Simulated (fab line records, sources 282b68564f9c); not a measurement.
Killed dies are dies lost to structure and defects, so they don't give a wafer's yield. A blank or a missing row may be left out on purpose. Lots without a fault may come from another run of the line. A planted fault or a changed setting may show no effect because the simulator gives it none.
A struck lot beside a sound one | flow rit_cmos | 43 steps out of a route of 202
Sound: wafers L537.1, L537.2, L537.4. Struck: wafers L548.1, L548.2, L548.5. The cause comes at the end.
At each step with rows: each side's tool, then ch and its chambers, then its first start. Under that, the readings that differ: sound wafers | struck wafers | difference of the means | sigmas: that difference in standard deviations of wafers without a fault.
alike: readings whose means differ by less than 2 such deviations, and words and numbers that are the same on both sides. not compared: withheld readings, readings that some wafer has no value for, bounds like >300 that may hide the same value, and numbers for which the record gives no deviation and whose values overlap.
The two part at a step that has a row with sigmas, a row that says differs or no value, or rows on one side only. Numbers that don't overlap but have no deviation are shown without sigmas and don't part them. A reading that every wafer of one side lacks parts them only if that side has two wafers or more.

first, 4 steps without rows for these wafers: RIT_GATE_SOFTBAKE_12 (time 60 s); RIT_GATE_EXPOSE_13 (exposes mask M6, target cd 150 nm); RIT_GATE_PEB_14; RIT_GATE_DEVELOP_15 (develop time 50 s).
RIT_GATE_CD_MEAS_16: target cd 150 nm.
  sound on cd_sem-02, day 4 08:14; struck on cd_sem-02, day 6 12:20
  alike: cd_nm
RIT_GATE_OVL_MEAS_17:
  sound on overlay-01, day 4 08:21; struck on overlay-02, day 6 12:27
  reading       | sound       | struck       | difference | sigmas
  GATE_OVL (nm) | 5.2 4.0 2.5 | -2.3 0.0 0.4 | -4.5       | -3
then, 1 step without rows for these wafers: RIT_GATE_HARDBAKE_18 (time 60 s).
RIT_GATE_ETCH_19: etches poly-Si in SF6/CHF3/O2, stops on SiO2, time 165 s, target depth 312.5 nm.
  sound on rie_si-01 ch 0,1,3, day 4 08:33; struck on rie_si-02 ch 0,1,2, day 6 12:38
  alike: drypump_motor_current_A, oes_product_au, throttle_valve_pct
  not compared: rf_hours_counter_h
RIT_GATE_STRIP_20: strips in O2, time 180 s.
  sound on plasma_asher-02 ch 0,1, day 4 08:40; struck on plasma_asher-04 ch 0,1, day 6 12:45
  alike: drypump_motor_current_A
  not compared: rf_hours_counter_h
RIT_GATE_CD_MEAS_90: target cd 150 nm.
  sound on cd_sem-01, day 4 08:50; struck on cd_sem-01, day 6 12:55
  alike: cd_nm
then, 2 steps without rows for these wafers: RIT_REOX_CLEAN_00 (cleans in SC1, time 600 s); RIT_REOX_CLEAN_01 (cleans in dHF, time 30 s).
RIT_REOX_CLEAN_02: cleans in SC2, time 600 s.
  sound on wet_bench-01 ch 0, day 4 09:08; struck on wet_bench-01 ch 1, day 6 13:14
then, 1 step without rows for these wafers: RIT_REOX_OXIDATION_03 (target thk 25.2 nm, ox time 5580 s).
RIT_REOX_THK_MEAS_04:
  sound on film_metro-04, day 4 12:36; struck on film_metro-02, day 6 16:25
  alike: REOX_OXIDE_THK
then, 6 steps without rows for these wafers: RIT_NLDD_HMDS_00 (prime time 60 s); RIT_NLDD_COAT_01 (resist thk 1000 nm); RIT_NLDD_SOFTBAKE_02 (time 60 s); RIT_NLDD_EXPOSE_03 (exposes mask M7, target cd 40700 nm); RIT_NLDD_PEB_04; RIT_NLDD_DEVELOP_05 (develop time 50 s).
RIT_NLDD_OVL_MEAS_06:
  sound on overlay-01, day 4 13:32; struck on overlay-02, day 6 17:28
  alike: NLDD_OVL
then, 2 steps without rows for these wafers: RIT_NLDD_HARDBAKE_07 (time 60 s); RIT_NLDD_IMPLANT_08.
RIT_NLDD_STRIP_09: strips in O2, time 180 s.
  sound on plasma_asher-03 ch 0,1, day 4 13:56; struck on plasma_asher-04 ch 0,1, day 6 17:47
  alike: drypump_motor_current_A
  not compared: rf_hours_counter_h
RIT_NLDD_TW_MEAS_10:
  sound on film_metro-02, day 4 14:07; struck on film_metro-01, day 6 17:58
  alike: NLDD_TW
then, 6 steps without rows for these wafers: RIT_PLDD_HMDS_00 (prime time 60 s); RIT_PLDD_COAT_01 (resist thk 1000 nm); RIT_PLDD_SOFTBAKE_02 (time 60 s); RIT_PLDD_EXPOSE_03 (exposes mask M8, target cd 40900 nm); RIT_PLDD_PEB_04; RIT_PLDD_DEVELOP_05 (develop time 50 s).
RIT_PLDD_OVL_MEAS_06:
  sound on overlay-01, day 4 15:13; struck on overlay-01, day 6 19:00
  reading       | sound          | struck      | difference | sigmas
  PLDD_OVL (nm) | -1.0 -0.4 -2.4 | 1.2 1.3 2.7 | +3.0       | +2
then, 2 steps without rows for these wafers: RIT_PLDD_HARDBAKE_07 (time 60 s); RIT_PLDD_IMPLANT_08.
RIT_PLDD_STRIP_09: strips in O2, time 180 s.
  sound on plasma_asher-03 ch 0,1, day 4 15:33; struck on plasma_asher-01 ch 0,1, day 6 19:20
  reading                     | sound       | struck      | difference | sigmas
  drypump_motor_current_A (A) | 5.4 5.8 5.8 | 5.3 4.7 4.7 | -0.8       | -2
  not compared: rf_hours_counter_h
RIT_PLDD_TW_MEAS_10:
  sound on film_metro-03, day 4 15:43; struck on film_metro-03, day 6 19:31
  alike: PLDD_TW
then, 4 steps without rows for these wafers: RIT_SPACER_CLEAN_00 (cleans in SC1, time 600 s); RIT_SPACER_CLEAN_01 (cleans in dHF, time 30 s); RIT_SPACER_CLEAN_02 (cleans in SC2, time 600 s); RIT_SPACER_CVD_03 (deposits Si3N4 from SiH2Cl2/NH3, target thk 250 nm, time 3300 s).
RIT_SPACER_THK_MEAS_04:
  sound on film_metro-02, day 4 18:05; struck on film_metro-04, day 6 21:52
  alike: SPACER_NITRIDE_THK
RIT_M1_PROBE_99:
  sound on prober-02, day 5 05:18; struck on prober-02, day 7 08:50
  reading                                      | sound                | struck               | difference | sigmas
  model.etest.diode_nwell_sub.leak_log10_a_cm2 | -7.338 -7.469 -7.664 | -6.505 -6.848 -6.473 | +0.882     |
  alike: killed_at_front_end, killed_dies, killed_open, killed_short

WHERE THEY PART
First at RIT_GATE_OVL_MEAS_17; last, within this record, at RIT_PLDD_STRIP_09. Later steps at which nothing parts them and some readings are alike: RIT_PLDD_TW_MEAS_10, RIT_SPACER_THK_MEAS_04, RIT_M1_PROBE_99.

WHY: what the simulator had put in
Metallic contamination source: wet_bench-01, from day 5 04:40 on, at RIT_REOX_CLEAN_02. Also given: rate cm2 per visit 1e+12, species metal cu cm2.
